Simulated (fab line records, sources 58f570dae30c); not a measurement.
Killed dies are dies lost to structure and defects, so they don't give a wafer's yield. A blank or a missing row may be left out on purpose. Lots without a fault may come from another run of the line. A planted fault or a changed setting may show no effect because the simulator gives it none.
A struck lot beside a sound one | flow berkeley_cmos170 | 23 steps out of a route of 331
Sound: wafers L162.1, L162.2, L162.4. Struck: wafers L169.2, L169.3, L169.4. The cause comes at the end.
At each step with rows: each side's tool, then ch and its chambers, then its first start. Under that, the readings that differ: sound wafers | struck wafers | difference of the means | sigmas: that difference in standard deviations of wafers without a fault.
alike: readings whose means differ by less than 2 such deviations, and words and numbers that are the same on both sides. not compared: withheld readings, readings that some wafer has no value for, bounds like >300 that may hide the same value, and numbers for which the record gives no deviation and whose values overlap.
The two part at a step that has a row with sigmas, a row that says differs or no value, or rows on one side only. Numbers that don't overlap but have no deviation are shown without sigmas and don't part them. A reading that every wafer of one side lacks parts them only if that side has two wafers or more.

first, 1 step without rows for these wafers: UCB170_CONTACT_DEVELOP_14 (develop time 45 s).
UCB170_CONTACT_CD_MEAS_15: target cd 700 nm.
  sound on cd_sem-02, day 8 07:50; struck on cd_sem-02, day 9 18:50
  alike: cd_nm
UCB170_CONTACT_OVL_MEAS_16:
  sound on overlay-01, day 8 07:57; struck on overlay-02, day 9 18:56
  alike: CONTACT_OVL
UCB170_CONTACT_ETCH_17: etches BARC in N2/H2.
  sound on rie_diel-03 ch 1,2,3, day 8 07:59; struck on rie_diel-03 ch 0,1,2, day 9 18:58
  alike: drypump_motor_current_A, oes_product_au, throttle_valve_pct
then, 1 step without rows for these wafers: UCB170_CONTACT_ETCH_18 (etches PSG in CHF3/CF4/Ar, stops on TiSi2, target depth 840 nm, time 195 s).
UCB170_CONTACT_STRIP_19: strips in O2.
  sound on plasma_asher-04 ch 0,1, day 8 08:10; struck on plasma_asher-04 ch 0,1, day 9 19:08
  alike: drypump_motor_current_A, oes_product_au
  not compared: rf_hours_counter_h
UCB170_CONTACT_CD_MEAS_90: target cd 700 nm.
  sound on cd_sem-01, day 8 08:16; struck on cd_sem-02, day 9 19:21
  alike: cd_nm
then, 1 step without rows for these wafers: UCB170_CONTACT_CLEAN_20 (cleans in SPM, time 600 s).
UCB170_M1_SPUTTER_00: material Al, target thk 600 nm, time 80 s.
  sound on pvd_sputter-04, day 8 12:11; struck on pvd_sputter-03, day 9 19:38
  alike: throttle_valve_pct
UCB170_M1_RS_MEAS_01: measures by four-point-probe.
  sound on film_metro-03, day 8 12:14; struck on film_metro-04, day 9 19:43
  alike: M1_AL_RS
UCB170_M1_THK_MEAS_02: measures by xrf.
  sound on film_metro-03, day 8 12:22; struck on film_metro-04, day 9 19:50
  alike: M1_AL_THK
then, 1 step without rows for these wafers: UCB170_M1_COAT_03.
UCB170_M1_COAT_04: resist thk 900 nm.
  sound on litho_track-03 ch 0, day 8 12:00; struck on litho_track-01 ch 0, day 9 20:00
  reading                             | sound                | struck               | difference | sigmas
  spin_speed_rpm (rpm)                | 1499.3 1499.2 1498.0 | 1415.2 1413.3 1413.6 | -84.8      | -99 or more
  model.KrF_of_M1_COAT_04.thk_nm (nm) | 900.2 902 899.6      | 924.1 923.2 925.5    | +23.7      |
then, 4 steps without rows for these wafers: UCB170_M1_SOFTBAKE_05 (time 60 s); UCB170_M1_EXPOSE_06 (exposes mask METAL1, target cd 700 nm); UCB170_M1_PEB_07; UCB170_M1_DEVELOP_08 (develop time 45 s).
UCB170_M1_CD_MEAS_09: target cd 700 nm.
  sound on cd_sem-02, day 8 13:23; struck on cd_sem-02, day 9 22:10
  alike: cd_nm
UCB170_M1_OVL_MEAS_10:
  sound on overlay-02, day 8 13:31; struck on overlay-02, day 9 22:17
  alike: M1_OVL
UCB170_M1_ETCH_11: etches BARC in N2/H2.
  sound on rie_diel-01 ch 1,2,3, day 8 13:33; struck on rie_diel-02 ch 0,1,3, day 9 22:19
  alike: drypump_motor_current_A, oes_product_au, throttle_valve_pct
UCB170_M1_METAL_ETCH_12: etches Al in Cl2/BCl3, stops on PSG, target depth 780 nm, time 130 s.
  sound on rie_metal-03 ch 0,1, day 8 13:35; struck on rie_metal-02 ch 0,1, day 9 22:21
  reading                             | sound             | struck            | difference | sigmas
  model.KrF_of_M1_COAT_04.thk_nm (nm) | 431.7 443.5 443.2 | 470.6 448.5 470.7 | +23.8      |
  alike: drypump_motor_current_A, oes_product_au, throttle_valve_pct
  not compared: rf_hours_counter_h
UCB170_M1_STRIP_13: strips in O2.
  sound on plasma_asher-02 ch 0,1, day 8 13:43; struck on plasma_asher-01 ch 0,1, day 9 22:29
  alike: drypump_motor_current_A, oes_product_au
  not compared: rf_hours_counter_h
UCB170_M3_PROBE_99:
  the record has rows for the struck wafers here (prober-01, day 10 14:14) and none for the sound ones

WHERE THEY PART
First at UCB170_M1_COAT_04; last, within this record, at UCB170_M3_PROBE_99.

WHY: what the simulator had put in
Process parameter drift: litho_track-01, from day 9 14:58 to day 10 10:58, at UCB170_M1_COAT_04. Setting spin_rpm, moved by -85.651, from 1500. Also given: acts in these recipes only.
